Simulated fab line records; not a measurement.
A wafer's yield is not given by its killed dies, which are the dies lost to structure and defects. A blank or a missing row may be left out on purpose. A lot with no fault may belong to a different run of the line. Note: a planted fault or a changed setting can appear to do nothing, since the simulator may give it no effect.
Problem report in the 8D (eight disciplines) form, filled by code + flow rit-cmos + the parts of the form that need people (team, actions taken, sign-off) are left out

== 1. THE PROBLEM ==
Mean of killed-at-front-end at RIT_M1_PROBE_99: 32 over 2 wafers from 1 lot, against 7 (standard deviation 3.4) on wafers with no fault. Measured from the usual mean, that is +7.5 standard deviations.
First seen on wafer L440.1, day 5 11:05, on prober-01. Wafers with a number at this step in the record: 6, from 2 lots. The rule behind "out" and "out of limits": a value lying over 4 standard deviations away from the usual mean. Any other wafer with a number is counted as sound.

== 2. WHAT IT IS AND WHAT IT IS NOT ==
| question                    | is                                              | is not                                                                   |
|-----------------------------|-------------------------------------------------|--------------------------------------------------------------------------|
| which readings at this step | killed-at-front-end, killed-dies, killed-on-rim | killed_at_M0_to_M3, killed-at-contacts, killed-open, killed-short        |
| which lots                  | L440                                            | L449                                                                     |
| which wafers of those lots  | L440.1, L440.5                                  | L440.4                                                                   |
| read on which tools         | prober-01                                       | prober-02                                                                |
| when                        | from day 5 11:05                                | up to then (0 sound wafers); but 4 sound wafers of L440, L449 came after |

== 3. SUSPECTS, AND WHAT RULES EACH OUT ==
Counting: if a tool at a process step up to the reading ran every lot that is out, it stays a suspect. Sound lots after the first of them don't rule it out here, since some wafers of a struck lot are sound.
- rie-si-01 at RIT_GATE_ETCH_19 (etches poly-Si in SF6/CHF3/O2, stops on SiO2, time 165 s, target depth 312.5 nm): kept. It ran the lot that is out, L440 (day 4 14:36).
- prober-01 at RIT_M1_PROBE_99: kept. It ran the lot that is out, L440 (day 5 11:05). Its own killed-at-front-end, killed-dies, killed-on-rim readings are out on those wafers.
- Within rie-si-01 at RIT_GATE_ETCH_19, the wafers that are out were processed in chamber 2 and their sound lot-mates in chamber 1.
Remaining after the count are rie-si-01 at RIT_GATE_ETCH_19 and prober-01 at RIT_M1_PROBE_99.

== 4. THE CAUSE (what the simulator had put in) ==
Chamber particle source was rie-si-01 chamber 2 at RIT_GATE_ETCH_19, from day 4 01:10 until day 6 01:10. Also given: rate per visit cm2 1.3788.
This tool is one of the 2 suspects left after counting.

== 5. THE EFFECT CHAIN, in route order ==
Each row: a reading where the mean over the struck wafers with a number is more than 3 standard deviations away from the usual. Readings are gone through only where the record gives a usual standard deviation; hours: the median, over the lots, of the time from a lot's start at the first step in this table giving one to that lot's start at this step; sigmas: the change measured in usual standard deviations.
| hours | step            | reading             | usual | on struck wafers | change | sigmas |
|-------|-----------------|---------------------|-------|------------------|--------|--------|
| 0     | RIT_M1_PROBE_99 | killed-at-front-end | 7     | 32               | +26    | +7.5   |
| 0     | RIT_M1_PROBE_99 | killed-dies         | 7     | 32               | +26    | +7.5   |
| 0     | RIT_M1_PROBE_99 | killed-on-rim       | 1.8   | 10.5             | +8.7   | +6.2   |
It contains these process steps:
- RIT_M1_PROBE_99

== 6. WHAT WOULD HAVE CAUGHT IT SOONER ==
First out-of-limits reading in this record: day 5 11:05, which is 34 hours after fault onset at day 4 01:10.
No tool reading at RIT_GATE_ETCH_19 that has a usual standard deviation in the record was out on any struck wafer, so an alarm limit of 4 standard deviations on those readings would not have fired.
All the lots that are out (1) had begun RIT_GATE_ETCH_19 on rie-si-01 by day 5 11:05. None of them would have been spared by holding the tool at that moment.
